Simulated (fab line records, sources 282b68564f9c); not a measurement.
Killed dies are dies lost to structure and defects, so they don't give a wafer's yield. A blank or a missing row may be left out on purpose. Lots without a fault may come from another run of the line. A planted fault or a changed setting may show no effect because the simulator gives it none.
A struck lot beside a sound one | flow rit_cmos | 14 steps out of a route of 202
Sound: wafers L153.2, L153.5, L153.6. Struck: wafers L144.2, L144.3, L144.4. The cause comes at the end.
At each step with rows: each side's tool, then ch and its chambers, then its first start. Under that, the readings that differ: sound wafers | struck wafers | difference of the means | sigmas: that difference in standard deviations of wafers without a fault.
alike: readings whose means differ by less than 2 such deviations, and words and numbers that are the same on both sides. not compared: withheld readings, readings that some wafer has no value for, bounds like >300 that may hide the same value, and numbers for which the record gives no deviation and whose values overlap.
The two part at a step that has a row with sigmas, a row that says differs or no value, or rows on one side only. Numbers that don't overlap but have no deviation are shown without sigmas and don't part them. A reading that every wafer of one side lacks parts them only if that side has two wafers or more.

first, 3 steps without rows for these wafers: RIT_GATE_CLEAN_02 (cleans in dHF, time 30 s); RIT_GATE_CLEAN_03 (cleans in SC2, time 600 s); RIT_GATE_CLEAN_04 (cleans in dHF, time 60 s).
RIT_FOX2_THK_MEAS_91:
  sound on film_metro-03, day 5 23:22; struck on film_metro-02, day 4 06:16
  alike: FIELD_OXIDE_LEFT_2_THK
then, 2 steps without rows for these wafers: RIT_GATE_OXIDATION_05 (target thk 3 nm, ox time 270 s); RIT_GATE_ANNEAL_06 (time 600 s).
RIT_GATE_THK_MEAS_07:
  sound on film_metro-02, day 6 07:41; struck on film_metro-03, day 4 09:00
  alike: GATE_OXIDE_THK
then, 1 step without rows for these wafers: RIT_GATE_CVD_08 (deposits poly-Si from SiH4, target thk 250 nm, time 2220 s).
RIT_GATE_THK_MEAS_09:
  sound on film_metro-01, day 6 09:22; struck on film_metro-02, day 4 10:41
  alike: GATE_POLY_THK
then, 3 steps without rows for these wafers: RIT_GATE_HMDS_10 (prime time 60 s); RIT_GATE_COAT_11 (resist thk 850 nm); RIT_GATE_SOFTBAKE_12 (time 60 s).
RIT_GATE_EXPOSE_13: exposes mask M6, target cd 150 nm.
  sound on iline_stepper-02 ch 0, day 6 09:53; struck on iline_stepper-02, day 4 11:19
  no value came back on the struck wafers for exposure_dose_mJ_cm2, focus_offset_nm (nm); on the sound wafers exposure_dose_mJ_cm2 reads 379.8 379.7 380.0
  alike: mask
then, 1 step without rows for these wafers: RIT_GATE_PEB_14.

WHERE THEY PART
Only at RIT_GATE_EXPOSE_13, within this record.

WHY: what the simulator had put in
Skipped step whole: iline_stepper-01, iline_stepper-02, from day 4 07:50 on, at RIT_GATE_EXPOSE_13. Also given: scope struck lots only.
